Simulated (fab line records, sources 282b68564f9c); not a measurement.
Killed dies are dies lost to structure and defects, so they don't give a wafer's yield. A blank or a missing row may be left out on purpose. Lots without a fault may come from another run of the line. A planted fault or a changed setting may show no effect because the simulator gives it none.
Which tool did it? | flow rit_cmos | 14 lots, 42 wafers sampled, at 4 steps of a route of 202

WHAT THE GAUGES READ, wafer by wafer
RIT_PSD_OVL_MEAS_06.
lot  | measured    | on         | PSD_OVL (nm)
L356 | day 3 09:50 | overlay-02 | 1.7 2.5 2.3
L357 | day 3 15:42 | overlay-01 | 3.1 1.6 2.4
L358 | day 3 17:40 | overlay-01 | -1.4 2.2 0.9
L359 | day 4 02:02 | overlay-02 | 2.6 1.1 1.1
L360 | day 4 04:15 | overlay-01 | -2.1 -1.2 -0.7
L361 | day 4 13:08 | overlay-01 | -1.0 -0.7 -1.2
L362 | day 4 15:55 | overlay-02 | -0.5 -1.4 1.6
L363 | day 4 22:20 | overlay-02 | -1.7 -1.8 -2.8
L369 | day 6 04:12 | overlay-02 | 0.2 -0.8 -0.6
L371 | day 6 11:25 | overlay-01 | 3.2 2.8 1.0
L372 | day 6 18:43 | overlay-02 | 0.6 -0.3 -0.3
L373 | day 7 00:11 | overlay-01 | 1.1 0.7 1.1
L374 | day 7 04:25 | overlay-02 | -0.9 -0.6 1.4
L376 | day 7 13:37 | overlay-02 | 0.7 0.1 -1.1

RIT_CONTACT_THK_MEAS_01.
lot  | measured    | on            | CONTACT_TEOS_THK (nm)
L356 | day 3 11:54 | film_metro-02 | 400 406 411
L357 | day 3 17:45 | film_metro-02 | 409 391 399
L358 | day 3 19:44 | film_metro-02 | 399 402 402
L359 | day 4 04:05 | film_metro-03 | 406 408 412
L360 | day 4 06:18 | film_metro-03 | 409 393 400
L361 | day 4 15:12 | film_metro-03 | 411 404 409
L362 | day 4 18:00 | film_metro-02 | 396 402 413
L363 | day 5 00:24 | film_metro-04 | 393 396 405
L369 | day 6 06:25 | film_metro-04 | 553 557 581
L371 | day 6 13:41 | film_metro-04 | 394 411 400
L372 | day 6 20:50 | film_metro-04 | 556 574 551
L373 | day 7 02:28 | film_metro-02 | 403 396 409
L374 | day 7 06:38 | film_metro-02 | 408 412 412
L376 | day 7 15:42 | film_metro-02 | 398 398 402

WHICH TOOL RAN EACH LOT (tool, then ch and the chambers of the sampled wafers, then the start)
lot  | RIT_ACTIVE_STRIP_14                 | RIT_CONTACT_CVD_00
L356 | plasma_asher-04 ch 0,1, day 1 21:23 | pecvd-01 ch 0,1,2, day 3 11:50
L357 | plasma_asher-01 ch 0, day 2 01:28   | pecvd-02 ch 0,2, day 3 17:42
L358 | plasma_asher-04 ch 0,1, day 2 06:27 | pecvd-04 ch 0,2, day 3 19:40
L359 | plasma_asher-02 ch 0,1, day 2 11:56 | pecvd-01 ch 0,1, day 4 04:01
L360 | plasma_asher-04 ch 0,1, day 2 15:59 | pecvd-02 ch 0,1,2, day 4 06:15
L361 | plasma_asher-04 ch 0,1, day 2 22:23 | pecvd-04 ch 0,1,2, day 4 15:08
L362 | plasma_asher-04 ch 0,1, day 3 02:16 | pecvd-01 ch 0,1,2, day 4 17:55
L363 | plasma_asher-04 ch 0,1, day 3 07:07 | pecvd-02 ch 1,2, day 5 00:20
L369 | plasma_asher-04 ch 0,1, day 4 13:24 | pecvd-02 ch 0,1,2, day 6 06:22
L371 | plasma_asher-02 ch 0, day 4 23:07   | pecvd-01 ch 0,1,2, day 6 13:38
L372 | plasma_asher-02 ch 0,1, day 5 04:49 | pecvd-02 ch 0,1, day 6 20:46
L373 | plasma_asher-02 ch 0,1, day 5 09:08 | pecvd-04 ch 1,2, day 7 02:24
L374 | plasma_asher-02 ch 0,1, day 5 15:53 | pecvd-01 ch 0,1, day 7 06:35
L376 | plasma_asher-01 ch 0,1, day 6 00:43 | pecvd-04 ch 0,1,2, day 7 15:39
- RIT_ACTIVE_STRIP_14: strips in O2, time 180 s.
- RIT_CONTACT_CVD_00: deposits SiO2 from TEOS, target thk 400 nm, time 61 s.

WHAT THE TOOLS THEMSELVES READ (means of the sampled wafers that have a number; where no wafer has one, the mark that the record gives instead)
RIT_ACTIVE_STRIP_14.
lot  | tool            | drypump_motor_current_A (A) | o2_flow_sccm (sccm)
L356 | plasma_asher-04 | 5.47                        | 3986
L357 | plasma_asher-01 | 6.21                        | 4004
L358 | plasma_asher-04 | 5.53                        | 4006
L359 | plasma_asher-02 | 6.06                        | 3994
L360 | plasma_asher-04 | 5.48                        | 4015
L361 | plasma_asher-04 | 5.51                        | 4008
L362 | plasma_asher-04 | 5.49                        | 3994
L363 | plasma_asher-04 | 5.51                        | 4000
L369 | plasma_asher-04 | 5.49                        | 4011
L371 | plasma_asher-02 | 5.84                        | 3989
L372 | plasma_asher-02 | 6.04                        | 3997
L373 | plasma_asher-02 | 5.93                        | 4005
L374 | plasma_asher-02 | 6.05                        | 3993
L376 | plasma_asher-01 | 5.77                        | 3998

RIT_CONTACT_CVD_00.
lot  | tool     | heater_power_w (W)
L356 | pecvd-01 | 325
L357 | pecvd-02 | 334
L358 | pecvd-04 | 316
L359 | pecvd-01 | 381
L360 | pecvd-02 | 289
L361 | pecvd-04 | 327
L362 | pecvd-01 | 341
L363 | pecvd-02 | 325
L369 | pecvd-02 | 282
L371 | pecvd-01 | 324
L372 | pecvd-02 | 268
L373 | pecvd-04 | 425
L374 | pecvd-01 | 374
L376 | pecvd-04 | 318

THE ANSWER, worked out from the rows above alone
Rule: what is usual is taken from the lots themselves. Put in order of their means at a reading, lots are off if they are a third of the lots or fewer, leave a main group of 4 or more, and stand apart from it by a gap of 3 or more times the standard deviation of the main group's means; of several such gaps the widest counts. A main group whose means are all the same, to the digits that the tables above print for the reading, isn't used. A lot without any number at a reading at which 4 lots or more have one is off too. The other lots that the step has rows for count as sound. The gauges are gone through in route order, then the tools' own readings, and for those a lot's mean is taken as printed above. The first step at which some lot is off is used, and at that step the reading that is off furthest; a lot without a number counts as furthest.
Off: L369, L372, at RIT_CONTACT_THK_MEAS_01 (CONTACT_TEOS_THK). The main group: mean 403 nm, standard deviation 3.9.
A tool fits if, at a process step before that reading, it ran every lot that is off, and no sound lot after the first of them. The gauges at RIT_CONTACT_THK_MEAS_01 are tried like those tools. One fits: pecvd-02 at RIT_CONTACT_CVD_00. Its last sound lot is L363 (day 5 00:20), its first lot that is off L369 (day 6 06:22): a fault that began between those two fits.

WHAT THE SIMULATOR HAD PUT IN
Process parameter drift: pecvd-02, from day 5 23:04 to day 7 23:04, at RIT_CONTACT_CVD_00. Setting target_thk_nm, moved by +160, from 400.
Lots struck among those shown: L369, L372. The rule above found the same.
